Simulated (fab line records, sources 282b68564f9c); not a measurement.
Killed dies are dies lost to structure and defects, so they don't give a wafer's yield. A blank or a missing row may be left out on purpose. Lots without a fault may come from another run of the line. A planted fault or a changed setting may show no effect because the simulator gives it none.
Split-lot experiment | flow rit_cmos | 5 lots, 23 wafers read, on a route of 202 steps

THE SPLIT
At RIT_ACTIVE_CVD_03 (deposits Si3N4 from SiH2Cl2/NH3, target thk 150 nm, time 1500 s), the setting time_s was moved away from the recipe's 1500 s on 10 of the 23 wafers read, by -9.1% to -7.7%. The other wafers ran this setting at the recipe's value.

The file shows no step between the split and the reading.

THE READING
ACTIVE_NITRIDE_THK, in nm, at RIT_ACTIVE_THK_MEAS_04. Fault-free wafers of this fab line usually give 149.6 nm, standard deviation 1.2 nm.

wafer  | tool, chamber at the split | time_s as run, s | against the recipe | ACTIVE_NITRIDE_THK, nm | against lot-mates on the recipe
L074.1 | lpcvd-01, 0                | 1500             | recipe             | 151.1                  | -
L074.4 | lpcvd-01, 0                | 1500             | recipe             | 150.5                  | -
L074.5 | lpcvd-01, 0                | 1500             | recipe             | 150.7                  | -
L076.1 | -, -                       | 1500             | recipe             | 149.8                  | -
L076.2 | -, -                       | 1500             | recipe             | 150.5                  | -
L076.4 | -, -                       | 1500             | recipe             | 149.1                  | -
L076.5 | -, -                       | 1500             | recipe             | 150.1                  | -
L076.6 | -, -                       | 1500             | recipe             | 149.6                  | -
L077.1 | -, -                       | 1500             | recipe             | 150.0                  | -
L077.3 | -, -                       | 1500             | recipe             | 148.4                  | -
L077.4 | -, -                       | 1500             | recipe             | 149.4                  | -
L077.5 | -, -                       | 1500             | recipe             | 149.2                  | -
L077.6 | -, -                       | 1500             | recipe             | 148.9                  | -
L081.1 | -, -                       | 1384             | -7.7%              | 136.2                  | no lot-mate on the recipe
L081.2 | -, -                       | 1384             | -7.7%              | 135.9                  | no lot-mate on the recipe
L081.4 | -, -                       | 1384             | -7.7%              | 136.9                  | no lot-mate on the recipe
L081.5 | -, -                       | 1384             | -7.7%              | 135.5                  | no lot-mate on the recipe
L081.6 | -, -                       | 1384             | -7.7%              | 137.0                  | no lot-mate on the recipe
L083.1 | -, -                       | 1364             | -9.1%              | 135.0                  | no lot-mate on the recipe
L083.3 | -, -                       | 1364             | -9.1%              | 134.2                  | no lot-mate on the recipe
L083.4 | -, -                       | 1364             | -9.1%              | 135.2                  | no lot-mate on the recipe
L083.5 | -, -                       | 1364             | -9.1%              | 133.9                  | no lot-mate on the recipe
L083.6 | -, -                       | 1364             | -9.1%              | 135.2                  | no lot-mate on the recipe

THE FIT
A straight line over all 23 wafers: ACTIVE_NITRIDE_THK changes by +1.7 nm for each +1% of time_s; r = +1.00; the points scatter about the line by 0.75 nm.
Too few moved wafers have a lot-mate on the recipe to fit a line with each lot's own level taken away.

THE WHOLE CHAIN: every reading that the file lists as answering this split, in the file's order
step                   | what it does                                                        | reading                                                                        | change (the file's fit)              | r (the file's)
RIT_ACTIVE_CVD_03      | deposits Si3N4 from SiH2Cl2/NH3, target thk 150 nm, time 1500 s     | Si3N4_of_ACTIVE_CVD_03.thk_nm (the simulator's own value, which no gauge read) | +1.7 nm for each +1% of the setting  | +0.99
RIT_ACTIVE_THK_MEAS_04 |                                                                     | ACTIVE_NITRIDE_THK                                                             | +1.7 for each +1% of the setting     | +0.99
RIT_ACTIVE_ETCH_13     | etches Si3N4 in SF6, stops on SiO2, time 210 s, target depth 210 nm | ACTIVE.feature_depth_nm (the simulator's own value, which no gauge read)       | +1.71 nm for each +1% of the setting | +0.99
RIT_ACTIVE_ETCH_13     | etches Si3N4 in SF6, stops on SiO2, time 210 s, target depth 210 nm | etch.depth_nm (the simulator's own value, which no gauge read)                 | +1.68 nm for each +1% of the setting | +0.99

THE FILE'S OWN FIT
ACTIVE_NITRIDE_THK changes by +1.7 nm for each +1% of time_s, r = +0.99.
